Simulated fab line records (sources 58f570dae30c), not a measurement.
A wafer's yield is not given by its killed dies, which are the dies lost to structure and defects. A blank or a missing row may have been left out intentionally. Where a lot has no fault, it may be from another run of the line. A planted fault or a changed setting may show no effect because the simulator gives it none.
fab line records    flow berkeleyCmos170
record: lots: 14  wafers: 42  lastDay: 11
route steps=331 shown START@1 FIELD@90 NVT@110
lots untouched by any fault: they come from a run of this same line in which no faults occurred
startH: hours from the record's opening day to when the first of the lot's shown wafers began    waitH: how many hours have passed since the lot's step before this one    " repeats the value in the row above    L1.1+2: a row that stands for several wafers    - either no value or no given start    * or withheld: withheld    < > ~ a bound
route shown NAME@n: names a module that has steps shown in the file, with the first one's number in the route    usual: average and standard deviation across the fault-free wafers    same: alike in all rows    chamber/n: place in a boat    sites: readings site by site    _std_site: their standard deviation    _edge_site: mean of outer sites minus mean of inner sites    radiusMm: for every site, how far away it sits from the centre of the wafer    mask NAME#n: copy n    behind: tool/chamber where the wafer was last shaped    hold: cause of the lot's hold/its duration in hours/its outcome    device: the transistor (n, p or np) that didn't switch    end of line: tests of these same wafers at the route's end    where a step has no rows: the recipe by itself    killed: count of dies lost to structure and defects at first sort (not the wafer's yield)    map: the dies of a wafer, with x for killed, . for not killed, _ for no die there
set.NAME: the setting the step ran with; set.NAME@STEP: the setting that earlier step ran with    model.NAME: the simulator's own value behind a step, which no gauge read
steps of the route over a sample of lots; a table a step, a row a wafer
services: from which hour (startH, from the record's first day; less than 0 if before it) a tool's chamber was out of use, for how many hours, and why
== steps ==
step: UCB170_START_BOW_MEAS_00
recipe: mode: bow
usual: INCOMING_BOW: 0/7.1
lot.wafer  tool          chamber  startH  waitH  INCOMING_BOW[um]
L331.1     filmMetro-04  -        25.00   -      11
L331.4     "             -        "       "      -3
L331.5     "             -        "       "      5
L332.3     filmMetro-02  -        30.04   -      -4
L332.5     "             -        "       "      -5
L332.6     "             -        "       "      2
L333.1     filmMetro-04  -        35.00   -      -1
L333.2     "             -        "       "      7
L333.3     "             -        "       "      7
L334.1     filmMetro-02  -        40.00   -      -8
L334.2     "             -        "       "      1
L334.4     "             -        "       "      -4
L336.2     filmMetro-04  -        50.02   -      -2
L336.3     "             -        "       "      -5
L336.5     "             -        "       "      4
L337.1     filmMetro-01  -        55.00   -      -10
L337.5     "             -        "       "      -8
L337.6     "             -        "       "      -5
L338.1     filmMetro-02  -        60.00   -      3
L338.3     "             -        "       "      12
L338.6     "             -        "       "      -5
L339.1     filmMetro-04  -        65.00   -      -8
L339.3     "             -        "       "      -5
L339.4     "             -        "       "      2
L343.1     filmMetro-02  -        85.00   -      -8
L343.2     "             -        "       "      1
L343.3     "             -        "       "      12
L345.2     filmMetro-01  -        95.02   -      -10
L345.4     "             -        "       "      4
L345.6     "             -        "       "      3
L346.1     filmMetro-01  -        100.00  -      -2
L346.4     "             -        "       "      -15
L346.5     "             -        "       "      9
L349.1     filmMetro-04  -        115.00  -      3
L349.3     "             -        "       "      -6
L349.5     "             -        "       "      4
L350.1     filmMetro-01  -        120.00  -      0
L350.4     "             -        "       "      12
L350.6     "             -        "       "      3
L351.2     filmMetro-01  -        125.02  -      16
L351.3     "             -        "       "      7
L351.4     "             -        "       "      -7
step: UCB170_FIELD_OXIDATION_01
recipe: tempC: 1000  ambient: H2O  pH2oTorr: 584.62  targetThkA: 5583  oxTimeS: 7200
usual: oxTempC: 1000.1/0.42  oxTempCMax: 1004.5/1.4  oxTimeS: 7200/0
lot.wafer  tool        chamber  startH  waitH  oxTempC  oxTempCMax  oxTimeS
L331.1     furnace-02  0        103.53  5.4    999.9    1003.2      7200
L331.4     "           0        "       "      1000.5   1004.5      7200
L331.5     "           0        "       "      1000.0   1003.6      7200
L332.3     furnace-02  0        103.53  5.0    999.1    1003.1      7200
L332.5     "           0        "       "      999.3    1002.9      7200
L332.6     "           0        "       "      999.9    1002.8      7200
L333.1     furnace-02  0        109.13  3.8    999.9    1003.2      7200
L333.2     "           0        "       "      999.6    1002.6      7200
L333.3     "           0        "       "      1000.1   1003.6      7200
L334.1     furnace-01  0        120.94  2.7    1000.3   1004.7      7200
L334.2     "           0        "       "      999.8    1004.0      7200
L334.4     "           0        "       "      1000.1   1004.1      7200
L336.2     furnace-02  0        134.25  4.2    1000.5   1003.5      7200
L336.3     "           0        "       "      1000.1   1003.4      7200
L336.5     "           0        "       "      1000.4   1003.9      7200
L337.1     furnace-02  0        134.25  3.0    1000.4   1003.9      7200
L337.5     "           0        "       "      1000.3   1003.1      7200
L337.6     "           0        "       "      999.7    1003.0      7200
L338.1     furnace-02  0        134.25  3.3    1000.0   1004.1      7200
L338.3     "           0        "       "      1000.0   1003.2      7200
L338.6     "           0        "       "      999.7    1002.7      7200
L339.1     furnace-01  0        148.57  6.3    1000.8   1005.0      7200
L339.3     "           0        "       "      1000.1   1006.1      7200
L339.4     "           0        "       "      1000.5   1004.7      7200
L343.1     furnace-03  0        168.45  2.1    999.3    1005.5      7200
L343.2     "           0        "       "      999.7    1005.7      7200
L343.3     "           0        "       "      999.5    1005.3      7200
L345.2     furnace-02  -        174.83  2.8    -        -           -
L345.4     "           -        "       "      -        -           -
L345.6     "           -        "       "      -        -           -
L346.1     furnace-02  -        174.83  2.9    -        -           -
L346.4     "           -        "       "      -        -           -
L346.5     "           -        "       "      -        -           -
L349.1     furnace-02  0        193.03  3.9    999.7    1003.1      7200
L349.3     "           0        "       "      999.8    1003.6      7200
L349.5     "           0        "       "      1000.3   1004.0      7200
L350.1     furnace-02  0        193.03  2.5    1000.3   1003.4      7200
L350.4     "           0        "       "      1000.3   1003.3      7200
L350.6     "           0        "       "      999.6    1002.7      7200
L351.2     furnace-02  0        193.03  3.0    1000.1   1004.1      7200
L351.3     "           0        "       "      999.4    1003.6      7200
L351.4     "           0        "       "      1000.1   1003.2      7200
step: UCB170_FIELD_THK_MEAS_90
recipe: reads: SiO2_of_FIELD_OXIDATION_01
usual: FIELD_OXIDE_LEFT_1_THK: 444/9.3
lot.wafer  tool          chamber  startH  waitH  FIELD_OXIDE_LEFT_1_THK[nm]
L331.1     filmMetro-01  -        115.95  0.0    444
L331.4     "             -        "       "      452
L331.5     "             -        "       "      445
L332.3     filmMetro-03  -        115.97  0.0    445
L332.5     "             -        "       "      442
L332.6     "             -        "       "      445
L333.1     filmMetro-03  -        119.93  0.0    450
L333.2     "             -        "       "      447
L333.3     "             -        "       "      444
L334.1     filmMetro-01  -        132.99  0.0    432
L334.2     "             -        "       "      431
L334.4     "             -        "       "      437
L337.1     filmMetro-01  -        145.42  0.0    441
L337.5     "             -        "       "      433
L337.6     "             -        "       "      442
L336.2     filmMetro-04  -        145.43  0.0    437
L336.3     "             -        "       "      432
L336.5     "             -        "       "      443
L338.1     filmMetro-04  -        145.48  0.1    429
L338.3     "             -        "       "      432
L338.6     "             -        "       "      430
L339.1     filmMetro-01  -        159.21  0.0    447
L339.3     "             -        "       "      445
L339.4     "             -        "       "      447
L343.1     filmMetro-03  -        179.16  0.0    457
L343.2     "             -        "       "      446
L343.3     "             -        "       "      436
L349.1     filmMetro-01  -        205.35  0.0    454
L349.3     "             -        "       "      444
L349.5     "             -        "       "      442
L350.1     filmMetro-04  -        205.35  0.0    429
L350.4     "             -        "       "      429
L350.6     "             -        "       "      422
L351.2     filmMetro-01  -        205.42  0.1    437
L351.3     "             -        "       "      437
L351.4     "             -        "       "      446
step: UCB170_NVT_OVL_MEAS_06
usual: NVT_OVL: -1/5.7
lot.wafer  tool        chamber  startH  waitH  NVT_OVL[nm]
L331.1     overlay-01  -        131.73  -      -6
L331.4     "           -        "       "      5
L331.5     "           -        "       "      0
L332.3     overlay-02  -        132.01  -      -6
L332.5     "           -        "       "      2
L332.6     "           -        "       "      -3
L333.1     overlay-02  -        139.46  -      -3
L333.2     "           -        "       "      -11
L333.3     "           -        "       "      -6
L334.1     overlay-01  -        154.88  -      8
L334.2     "           -        "       "      -3
L334.4     "           -        "       "      2
L337.1     overlay-01  -        160.80  -      5
L337.5     "           -        "       "      5
L337.6     "           -        "       "      7
L336.2     overlay-02  -        161.09  -      5
L336.3     "           -        "       "      5
L336.5     "           -        "       "      2
L338.1     overlay-01  -        161.32  -      3
L338.3     "           -        "       "      3
L338.6     "           -        "       "      -1
L339.1     overlay-02  -        173.88  -      6
L339.3     "           -        "       "      11
L339.4     "           -        "       "      5
L343.1     overlay-02  -        191.27  -      7
L343.2     "           -        "       "      -4
L343.3     "           -        "       "      -3
L350.1     overlay-02  -        215.99  -      -8
L350.4     "           -        "       "      -6
L350.6     "           -        "       "      -3
L349.1     overlay-01  -        216.21  -      -4
L349.3     "           -        "       "      -6
L349.5     "           -        "       "      -1
L351.2     overlay-02  -        216.76  -      0
L351.3     "           -        "       "      8
L351.4     "           -        "       "      2
== services ==
tool        chamber  startH  hours  kind
furnace-03  -        99.33   1.9    pm
furnace-02  -        181.68  4.2    pm
furnace-01  -        191.66  8.8    pm
== key ==
firstSign: step: UCB170_FIELD_OXIDATION_01  reading: toolRecord  direction: missing
effect none on later readings
metAt UCB170_FIELD_OXIDATION_01
struckLots L345,L346
laterRowsLeftOut L345.2,L345.4,L345.6,L346.1,L346.4,L346.5
sortLeftOut L345.2,L345.4,L345.6,L346.1,L346.4,L346.5
testerLeftOut L345,L346
notActingAt UCB170_START_BOW_MEAS_00,UCB170_FIELD_THK_MEAS_90,UCB170_NVT_OVL_MEAS_06
onsetBetween 134.25 174.83
fault: kind: skippedStepWhole  tool: furnace-02  chamber: -  onsetH: 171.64  steps: UCB170_FIELD_OXIDATION_01  scope: struckLotsOnly
testerLeftOut: of these lots the tester's yield and bins aren't shown, on N5 and GAA mostly nor the transistor test; their killed dies are dies lost to structure and defects alone, not to doping, threshold or leakage, so they don't give the yield
sortLeftOut: the simulated sort isn't trusted on such a fault, so these wafers' sort isn't shown, and their yield isn't known
laterRowsLeftOut: the simulator's readings of these wafers behind a module that went badly wrong aren't trusted and aren't shown, but for the sort
